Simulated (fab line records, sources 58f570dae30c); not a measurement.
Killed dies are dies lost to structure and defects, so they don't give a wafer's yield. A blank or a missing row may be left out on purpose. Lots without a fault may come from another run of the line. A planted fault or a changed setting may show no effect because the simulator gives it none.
fab line records | flow berkeley_cmos170
record lots=13 wafers=39 last_day=12
route steps=331 shown GATE@135
lots that met no fault: from a run of the same line without faults
start_h: hours from the record's first day to the start of the lot's first wafer shown | wait_h: hours since the lot's step before | " the same as in the row above | L1.1+2: a row that stands for several wafers | - no value, or no start given | * or withheld: withheld | < > ~ a bound
route shown NAME@n: a module of which the file shows steps, and the number in the route of the first | usual: mean/standard deviation of fault-free wafers | same: alike in all rows | chamber/n: place in a boat | sites: the reading at each site | _std_site: their standard deviation | _edge_site: outer sites' mean less inner sites' | radius_mm: how far each site lies from the wafer's centre | mask NAME#n: copy n | behind: the tool/chamber that last shaped the wafer | hold: why the lot was held/for how many hours/how that ended | device: the transistor (n, p or np) that didn't switch | end of line: the same wafers' tests at the end of the route | a step without rows: its recipe alone | killed: dies lost to structure and defects at the first sort, not the wafer's yield | map: a wafer's dies, x killed, . not, _ none there
set.NAME: the setting as run; set.NAME@STEP: as run at that earlier step | model.NAME: the simulator's own value behind a step, which no gauge read
steps of the route over a sample of lots; a table a step, a row a wafer
services: from which hour (start_h, from the record's first day; less than 0 if before it) a tool's chamber was out of use, for how many hours, and why
## steps
# step UCB170_GATE_EXPOSE_09
# recipe mask_id=POLY target_cd_nm=350 na=0.5 sigma_outer=0.6 source_shape=conventional dose_mj=20.51
# usual focus_offset_nm=0.1/0.48
# columns lot.wafer tool chamber start_h wait_h mask focus_offset_nm
L648.1 krf_scanner-02 0 147.17 - POLY#0 -0.1
L648.2 " 0 " " POLY#0 -0.2
L648.4 " 0 " " POLY#0 0.7
L652.1 krf_scanner-02 0 159.87 - POLY#0 -0.6
L652.2 " 0 " " POLY#0 0.5
L652.6 " 0 " " POLY#0 0.1
L649.3 krf_scanner-02 0 160.50 - POLY#0 0.4
L649.4 " 0 " " POLY#0 0.0
L649.5 " 0 " " POLY#0 0.2
L651.2 krf_scanner-02 0 160.59 - POLY#0 0.1
L651.4 " 0 " " POLY#0 -1.0
L651.6 " 0 " " POLY#0 -0.4
L653.1 krf_scanner-01 0 178.92 - POLY#0 0.1
L653.5 " 0 " " POLY#0 0.1
L653.6 " 0 " " POLY#0 0.5
L656.1 krf_scanner-01 0 179.40 - POLY#0 0.6
L656.2 " 0 " " POLY#0 0.3
L656.4 " 0 " " POLY#0 -0.1
L657.4 krf_scanner-01 0 192.08 - POLY_R1#0 -0.5
L657.5 " 0 " " POLY_R1#0 -0.8
L657.6 " 0 " " POLY_R1#0 0.1
L658.1 krf_scanner-02 0 192.26 - POLY#0 0.2
L658.3 " 0 " " POLY#0 -0.4
L658.5 " 0 " " POLY#0 0.9
L667.1 krf_scanner-01 0 248.18 - POLY#0 0.9
L667.4 " 0 " " POLY#0 0.8
L667.6 " 0 " " POLY#0 0.1
L666.2 krf_scanner-02 0 248.46 - POLY#0 -0.2
L666.4 " 0 " " POLY#0 0.8
L666.6 " 0 " " POLY#0 0.3
L669.1 krf_scanner-01 0 248.80 - POLY#0 0.5
L669.2 " 0 " " POLY#0 0.0
L669.6 " 0 " " POLY#0 0.7
L670.2 krf_scanner-01 0 255.86 - POLY#0 0.7
L670.3 " 0 " " POLY#0 0.4
L670.6 " 0 " " POLY#0 0.8
L671.1 krf_scanner-02 0 256.19 - POLY#0 -0.8
L671.5 " 0 " " POLY#0 -0.6
L671.6 " 0 " " POLY#0 -0.2
# step UCB170_GATE_CD_MEAS_12
# recipe target_cd_nm=350
# usual cd_nm=350.5/1.7
# columns lot.wafer tool chamber start_h wait_h cd_nm
L648.1 cd_sem-02 - 147.77 - 352.1
L648.2 " - " " 351.5
L648.4 " - " " 352.9
L652.1 cd_sem-01 - 161.02 - 351.6
L652.2 " - " " 351.5
L652.6 " - " " 351.0
L649.3 cd_sem-02 - 161.72 - 349.6
L649.4 " - " " 349.5
L649.5 " - " " 349.7
L651.2 cd_sem-02 - 161.96 - 349.6
L651.4 " - " " 347.5
L651.6 " - " " 347.7
L653.1 cd_sem-01 - 179.40 - 350.8
L653.5 " - " " 350.7
L653.6 " - " " 352.1
L656.1 cd_sem-01 - 179.79 - 352.5
L656.2 " - " " 351.8
L656.4 " - " " 350.5
L657.4 cd_sem-01 - 192.80 - 377.6
L657.5 " - " " 376.3
L657.6 " - " " 377.5
L658.1 cd_sem-01 - 193.07 - 351.8
L658.3 " - " " 349.7
L658.5 " - " " 350.1
L667.1 cd_sem-01 - 248.91 - 349.9
L667.4 " - " " 349.4
L667.6 " - " " 348.1
L666.2 cd_sem-02 - 249.02 - 351.1
L666.4 " - " " 350.6
L666.6 " - " " 351.2
L669.1 cd_sem-02 - 249.24 - 348.9
L669.2 " - " " 349.1
L669.6 " - " " 348.0
L670.2 cd_sem-01 - 256.58 - 351.2
L670.3 " - " " 351.5
L670.6 " - " " 351.4
L671.1 cd_sem-02 - 256.86 - 347.3
L671.5 " - " " 347.4
L671.6 " - " " 348.6
## services
# columns tool chamber start_h hours kind
krf_scanner-02 - 141.58 1.3 pm
krf_scanner-02 - 143.09 3.7 repair
krf_scanner-01 0 176.56 - calibration
krf_scanner-02 - 177.84 0.8 pm
krf_scanner-01 - 190.13 1.3 pm
krf_scanner-01 - 206.91 4.0 pm
krf_scanner-02 - 213.12 1.0 pm
krf_scanner-01 - 218.02 1.0 pm
krf_scanner-02 - 224.20 4.4 pm
krf_scanner-02 - 230.34 0.2 repair
krf_scanner-01 - 231.60 0.8 pm
krf_scanner-02 0 251.00 - calibration
## key
first_sign step=UCB170_GATE_EXPOSE_09 reading=mask direction=changed
effect step=UCB170_GATE_CD_MEAS_12 reading=cd_nm direction=up sigmas=16 usual=350.5 struck=377.1
met_at UCB170_GATE_EXPOSE_09
struck_lots L657
tester_left_out L657
onset_between 179.40 192.08
fault kind=wrong_mask tool=any chamber=- onset_h=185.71 steps=UCB170_GATE_EXPOSE_09 aux_copy=POLY_R1#0 cd_offset_nm=25 scope=struck_lots_only
# tester_left_out: of these lots the tester's yield and bins aren't shown, on N5 and GAA mostly nor the transistor test; their killed dies are dies lost to structure and defects alone, not to doping, threshold or leakage, so they don't give the yield
